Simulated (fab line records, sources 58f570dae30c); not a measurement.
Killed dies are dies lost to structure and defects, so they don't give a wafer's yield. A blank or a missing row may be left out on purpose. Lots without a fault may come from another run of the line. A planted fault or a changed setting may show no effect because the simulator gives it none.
Which tool did it? | flow berkeley_cmos170 | 14 lots, 42 wafers sampled, at 5 steps of a route of 331

WHAT THE GAUGES READ, wafer by wafer
UCB170_NWELL_THK_MEAS_02.
lot  | measured    | on            | NWELL_OXIDE_THK (nm)
L428 | day 2 08:43 | film_metro-02 | 27.1 26.9 27.1
L430 | day 2 15:13 | film_metro-04 | 26.6 26.8 26.4
L432 | day 3 01:17 | film_metro-01 | 26.3 26.4 26.9
L433 | day 3 09:10 | film_metro-01 | 26.0 26.8 26.5
L435 | day 3 15:35 | film_metro-02 | 26.5 26.8 26.0
L436 | day 3 15:35 | film_metro-04 | 27.3 26.9 27.1
L443 | day 5 06:40 | film_metro-04 | 18.5 18.8 18.5
L444 | day 5 13:12 | film_metro-01 | 19.1 19.2 19.3
L446 | day 6 02:04 | film_metro-02 | 27.0 26.8 27.0
L447 | day 6 02:04 | film_metro-04 | 26.6 26.8 26.3
L448 | day 6 10:09 | film_metro-01 | 26.9 26.6 27.2
L449 | day 6 10:11 | film_metro-04 | 27.1 27.8 27.3
L450 | day 6 20:20 | film_metro-02 | 27.0 26.7 27.0
L451 | day 6 20:20 | film_metro-04 | 26.9 27.4 27.2

UCB170_NWELL_OVL_MEAS_12.
lot  | measured    | on         | NWELL_OVL (nm)
L428 | day 2 15:10 | overlay-02 | 4 -6 0
L430 | day 3 01:54 | overlay-01 | 4 -5 7
L432 | day 3 08:24 | overlay-01 | -5 -6 1
L433 | day 3 18:24 | overlay-02 | -3 3 3
L435 | day 4 00:13 | overlay-02 | 6 10 7
L436 | day 4 00:41 | overlay-01 | 10 -1 -4
L443 | day 5 15:02 | overlay-01 | -6 0 -13
L444 | day 5 22:24 | overlay-01 | 4 4 8
L446 | day 6 09:08 | overlay-02 | 9 8 10
L447 | day 6 09:24 | overlay-02 | 1 3 5
L448 | day 6 19:07 | overlay-01 | 4 6 4
L449 | day 6 19:37 | overlay-02 | 8 6 2
L450 | day 7 06:37 | overlay-01 | 3 -6 -5
L451 | day 7 06:07 | overlay-01 | 3 3 5

UCB170_PWELL_THK_MEAS_03.
lot  | measured    | on            | PWELL_OXIDE_THK (nm)
L428 | day 3 01:19 | film_metro-02 | 24.7 25.1 24.7
L430 | day 3 11:51 | film_metro-02 | 24.5 24.5 24.7
L432 | day 3 18:11 | film_metro-02 | 25.0 24.9 24.9
L433 | day 4 04:13 | film_metro-03 | 24.7 24.7 24.4
L435 | day 4 10:59 | film_metro-01 | 24.7 24.9 24.9
L436 | day 4 10:58 | film_metro-02 | 25.0 25.7 24.9
L443 | day 5 22:02 | film_metro-03 | 23.5 24.1 23.9
L444 | day 6 11:30 | film_metro-03 | 25.0 24.8 24.7
L446 | day 6 20:13 | film_metro-01 | 24.0 24.4 24.6
L447 | day 6 20:12 | film_metro-03 | 25.0 25.5 25.7
L448 | day 7 04:08 | film_metro-02 | 24.8 25.0 25.3
L449 | day 7 04:10 | film_metro-02 | 24.7 24.5 24.9
L450 | day 7 19:07 | film_metro-01 | 23.3 23.3 23.3
L451 | day 7 19:07 | film_metro-02 | 24.2 24.8 24.4

UCB170_ACTIVE_CD_MEAS_90: target cd 1200 nm.
lot  | measured    | on        | cd_nm (nm)
L428 | day 4 20:25 | cd_sem-01 | 1198.8 1199.5 1199.4
L430 | day 5 06:29 | cd_sem-02 | 1199.6 1200.2 1201.0
L432 | day 5 11:59 | cd_sem-01 | 1197.6 1197.6 1199.4
L433 | day 6 01:01 | cd_sem-02 | 1198.2 1198.2 1198.4
L435 | day 6 07:55 | cd_sem-01 | 1199.3 1200.6 1200.7
L436 | day 6 08:13 | cd_sem-02 | 1200.0 1200.1 1200.2
L443 | day 7 19:12 | cd_sem-01 | 1197.7 1199.3 1197.5
L444 | day 8 07:01 | cd_sem-01 | 1201.4 1201.7 1201.4
L446 | day 8 19:26 | cd_sem-02 | 1200.5 1202.4 1200.2
L447 | day 8 19:44 | cd_sem-02 | 1200.2 1199.5 1200.2
L448 | day 9 01:25 | cd_sem-02 | 1198.1 1198.1 1197.3
L449 | day 9 01:42 | cd_sem-02 | 1198.6 1200.2 1199.5
L450 | day 9 15:35 | cd_sem-02 | 1197.3 1198.2 1198.2
L451 | day 9 15:48 | cd_sem-01 | 1200.8 1201.1 1202.1

WHICH TOOL RAN EACH LOT (tool, then ch and the chambers of the sampled wafers, then the start)
lot  | UCB170_NWELL_OXIDATION_01
L428 | furnace-01 ch 0, day 2 07:22
L430 | furnace-04 ch 0, day 2 13:52
L432 | furnace-02 ch 0, day 2 23:56
L433 | furnace-04 ch 0, day 3 07:49
L435 | furnace-01 ch 0, day 3 14:14
L436 | furnace-01 ch 0, day 3 14:14
L443 | furnace-01 ch 0, day 5 05:19
L444 | furnace-01 ch 0, day 5 11:50
L446 | furnace-04 ch 0, day 6 00:43
L447 | furnace-04 ch 0, day 6 00:43
L448 | furnace-04 ch 0, day 6 08:47
L449 | furnace-04 ch 0, day 6 08:47
L450 | furnace-04 ch 0, day 6 18:59
L451 | furnace-04 ch 0, day 6 18:59
- UCB170_NWELL_OXIDATION_01: target thk 26.4 nm, ox time 1260 s.

WHAT THE TOOLS THEMSELVES READ (means of the sampled wafers that have a number; where no wafer has one, the mark that the record gives instead)
UCB170_NWELL_OXIDATION_01.
lot  | tool       | spike_tc_centre_C (C)
L428 | furnace-01 | 1002.3
L430 | furnace-04 | 1003.3
L432 | furnace-02 | 1003.2
L433 | furnace-04 | 1003.0
L435 | furnace-01 | 1001.6
L436 | furnace-01 | 1002.1
L443 | furnace-01 | 1003.0
L444 | furnace-01 | 1002.1
L446 | furnace-04 | 1002.8
L447 | furnace-04 | 1003.5
L448 | furnace-04 | 1004.2
L449 | furnace-04 | 1002.7
L450 | furnace-04 | 1003.2
L451 | furnace-04 | 1002.5

THE ANSWER, worked out from the rows above alone
Rule: what is usual is taken from the lots themselves. Put in order of their means at a reading, lots are off if they are a third of the lots or fewer, leave a main group of 4 or more, and stand apart from it by a gap of 3 or more times the standard deviation of the main group's means; of several such gaps the widest counts. A main group whose means are all the same, to the digits that the tables above print for the reading, isn't used. A lot without any number at a reading at which 4 lots or more have one is off too. The other lots that the step has rows for count as sound. The gauges are gone through in route order, then the tools' own readings, and for those a lot's mean is taken as printed above. The first step at which some lot is off is used, and at that step the reading that is off furthest; a lot without a number counts as furthest.
Off: L443, L444, at UCB170_NWELL_THK_MEAS_02 (NWELL_OXIDE_THK). The main group: mean 26.8 nm, standard deviation 0.3.
A tool fits if, at a process step before that reading, it ran every lot that is off, and no sound lot after the first of them. The gauges at UCB170_NWELL_THK_MEAS_02 are tried like those tools. One fits: furnace-01 at UCB170_NWELL_OXIDATION_01. Its last sound lot is L435 (day 3 14:14), its first lot that is off L443 (day 5 05:19): a fault that began between those two fits.

WHAT THE SIMULATOR HAD PUT IN
Process parameter drift: furnace-01, from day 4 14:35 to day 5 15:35, at UCB170_NWELL_OXIDATION_01. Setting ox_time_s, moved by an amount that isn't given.
Lots struck among those shown: L443, L444. The rule above found the same.
